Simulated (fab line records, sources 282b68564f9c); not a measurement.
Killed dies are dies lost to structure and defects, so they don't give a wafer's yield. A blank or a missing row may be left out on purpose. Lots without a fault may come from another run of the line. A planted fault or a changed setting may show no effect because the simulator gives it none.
Tool commonality check | flow rit_cmos | 14 lots, 42 wafers sampled

WHY IT WAS OPENED
At RIT_SDANNEAL_RS_MEAS_06 the reading PLDD_RS is flagged on 2 of 14 lots. Wafers without a fault read 178.6 ohm/sq, standard deviation 0.51.
Rule: a lot is flagged when every wafer of it that has a number lies more than 4 standard deviations from that mean, or none has a number. The other lots count as sound.

lot  | measured    | on            | PLDD_RS (ohm/sq), wafer by wafer | flag
L892 | day 3 10:53 | film_metro-01 | 178.8 178.2 178.3                |
L893 | day 3 14:29 | film_metro-04 | 178.7 178.6 178.7                |
L894 | day 3 23:09 | film_metro-04 | 178.0 177.9 178.1                |
L895 | day 4 03:49 | film_metro-02 | 178.0 178.1 178.0                |
L896 | day 4 07:41 | film_metro-01 | 178.9 178.2 178.6                |
L897 | day 4 14:13 | film_metro-02 | 179.0 179.3 178.7                |
L898 | day 4 17:51 | film_metro-02 | 178.6 178.2 177.9                |
L899 | day 4 23:40 | film_metro-01 | 179.0 178.4 179.0                |
L901 | day 5 09:08 | film_metro-01 | 178.5 179.1 178.5                |
L902 | day 5 11:57 | film_metro-01 | 182.6 182.7 182.6                | FLAGGED
L903 | day 5 16:10 | film_metro-04 | 178.5 178.1 178.4                |
L905 | day 6 04:45 | film_metro-02 | 181.0 181.6 181.1                | FLAGGED
L907 | day 6 14:49 | film_metro-02 | 178.5 178.4 178.4                |
L910 | day 7 05:05 | film_metro-02 | 179.6 179.4 179.0                |
The numbers of the flagged lots are 181.9 ohm/sq on average: +3.3 ohm/sq against the usual, or +7 standard deviations.

WHICH TOOL RAN EACH LOT
The record holds 1 process step before the reading, out of a route of 202 steps. In each cell: the tool, then ch and the chambers that the sampled wafers went through, then the start.
lot  | flag    | RIT_PLDD_IMPLANT_08
L892 |         | implanter-04 ch 0, day 3 04:26
L893 |         | implanter-02 ch 0, day 3 07:59
L894 |         | implanter-03 ch 0, day 3 14:48
L895 |         | implanter-04 ch 0, day 3 21:02
L896 |         | implanter-03 ch 0, day 4 00:44
L897 |         | implanter-03 ch 0, day 4 07:41
L898 |         | implanter-03 ch 0, day 4 11:12
L899 |         | implanter-03 ch 0, day 4 16:03
L901 |         | implanter-03 ch 0, day 5 02:28
L902 | FLAGGED | implanter-03 ch 0, day 5 05:25
L903 |         | implanter-04 ch 0, day 5 09:25
L905 | FLAGGED | implanter-03 ch 0, day 5 22:01
L907 |         | implanter-04 ch 0, day 6 07:26
L910 |         | implanter-04 ch 0, day 6 22:20
What these steps do:
- RIT_PLDD_IMPLANT_08
- RIT_SDANNEAL_RS_MEAS_06: measures by four-point-probe.

FLAGGED OVER TOTAL, TOOL BY TOOL (the gauges that took the reading come last)
step                    | tool          | lots run | flagged | share of the flagged lots | sound lots run after its first flagged lot
RIT_PLDD_IMPLANT_08     | implanter-02  | 1        | 0       | none                      | -
RIT_PLDD_IMPLANT_08     | implanter-03  | 8        | 2       | all                       | 0
RIT_PLDD_IMPLANT_08     | implanter-04  | 5        | 0       | none                      | -
RIT_SDANNEAL_RS_MEAS_06 | film_metro-01 | 5        | 1       | some                      | 0
RIT_SDANNEAL_RS_MEAS_06 | film_metro-02 | 6        | 1       | some                      | 2 (L907,L910)
RIT_SDANNEAL_RS_MEAS_06 | film_metro-04 | 3        | 0       | none                      | -

WHAT THE TABLE ALLOWS
1 row of the table ran every flagged lot: implanter-03 at RIT_PLDD_IMPLANT_08.
- implanter-03 at RIT_PLDD_IMPLANT_08: 2 of its 8 lots flagged. Its last sound lot is L901 (day 5 02:28), its first flagged lot L902 (day 5 05:25): a fault that began between those two fits. Its own readings lie more than 4 standard deviations out on every wafer of the flagged lots: beam_energy_keV.
One tool is left: implanter-03 at RIT_PLDD_IMPLANT_08.

WHAT THE SIMULATOR HAD PUT IN
Process parameter drift: implanter-03, from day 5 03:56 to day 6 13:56, at RIT_PLDD_IMPLANT_08. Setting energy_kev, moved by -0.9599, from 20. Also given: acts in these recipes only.
Lots struck among those shown: L902, L905. The rule above found the same.
